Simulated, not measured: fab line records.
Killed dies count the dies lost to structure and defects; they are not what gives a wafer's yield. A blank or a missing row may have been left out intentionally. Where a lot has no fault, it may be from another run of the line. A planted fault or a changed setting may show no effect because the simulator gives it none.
Struck lot and sound lot, side by side ; flow rit cmos ; 15 steps out of a route of 202
Sound: wafers L640.4, L640.5, L640.6. The struck wafers were L634.2, L634.3, L634.4. At the end, the cause is stated.
For every step that has rows: the tool of each side, followed by ch and its chambers, followed by its first start. Under that, the readings that differ: sound wafers ; struck wafers ; difference of the means ; sigmas: that difference in standard deviations of wafers without a fault.
alike: a reading whose means differ by less than 2 such deviations, as well as words and numbers matching on both sides. not compared: withheld readings; readings where some wafer has no value; bounds like >300 that might hide an equal value; numbers whose values overlap and for which the record gives no deviation.
Wherever a step has rows on one side only, a row that says differs or no value, or a row with sigmas, the two part there. Numbers that don't overlap but have no deviation are shown without sigmas and don't part them. A reading missing from all wafers of one side parts the sides only when that side holds two or more wafers.

first, 1 step without rows for these wafers: RIT_PRETRO_IMPLANT_08.
RIT_PRETRO_STRIP_09: strips in O2, time 180 s.
  sound on plasma asher-01 ch 0,1, day 5 12:20; struck on plasma asher-01 ch 0,1, day 4 04:22
  alike: drypump motor current A
  not compared: rf hours counter h
RIT_PRETRO_TW_MEAS_10:
  sound: film metro-03 at day 5 12:29; struck: film metro-03 at day 4 04:32
  alike: PRETRO_TW
then, 5 steps without rows for these wafers: RIT_GATE_WET_ETCH_00 (etches SiO2 in BOE, target depth 56 nm, time 60 s); RIT_GATE_CLEAN_01 (cleans in SC1, time 600 s); RIT_GATE_CLEAN_02 (cleans in dHF, time 30 s); RIT_GATE_CLEAN_03 (cleans in SC2, time 600 s); RIT_GATE_CLEAN_04 (cleans in dHF, time 60 s).
RIT_FOX2_THK_MEAS_91:
  sound: film metro-02 at day 5 12:58; struck: film metro-02 at day 4 05:01
  alike: FIELD_OXIDE_LEFT_2_THK
then, 2 steps without rows for these wafers: RIT_GATE_OXIDATION_05 (target thk 3 nm, ox time 270 s); RIT_GATE_ANNEAL_06 (time 600 s).
RIT_GATE_THK_MEAS_07:
  sound: film metro-04 at day 5 17:12; struck: film metro-04 at day 4 06:52
  alike: GATE_OXIDE_THK
RIT_GATE_CVD_08: deposits poly-Si from SiH4, target thk 250 nm, time 2220 s.
  sound on lpcvd-01 ch 1, day 5 17:14; struck on lpcvd-02 ch 1, day 4 11:47
  alike: zone power load pct
RIT_GATE_THK_MEAS_09:
  sound: film metro-02 at day 5 18:53; struck: film metro-04 at day 4 13:38
reading;sound;struck;difference;sigmas
GATE_POLY_THK (nm);251.0 250.5 251.5;499.5 496.7 499.0;+247.4;+99 or more
RIT_M1_PROBE_99:
  the record holds rows for the sound wafers here (prober-01, day 6 15:47) but none for the struck ones

== WHERE THEY PART ==
At RIT_GATE_THK_MEAS_09 first; at RIT_M1_PROBE_99 last (within this record only).

WHY: what the simulator had put in
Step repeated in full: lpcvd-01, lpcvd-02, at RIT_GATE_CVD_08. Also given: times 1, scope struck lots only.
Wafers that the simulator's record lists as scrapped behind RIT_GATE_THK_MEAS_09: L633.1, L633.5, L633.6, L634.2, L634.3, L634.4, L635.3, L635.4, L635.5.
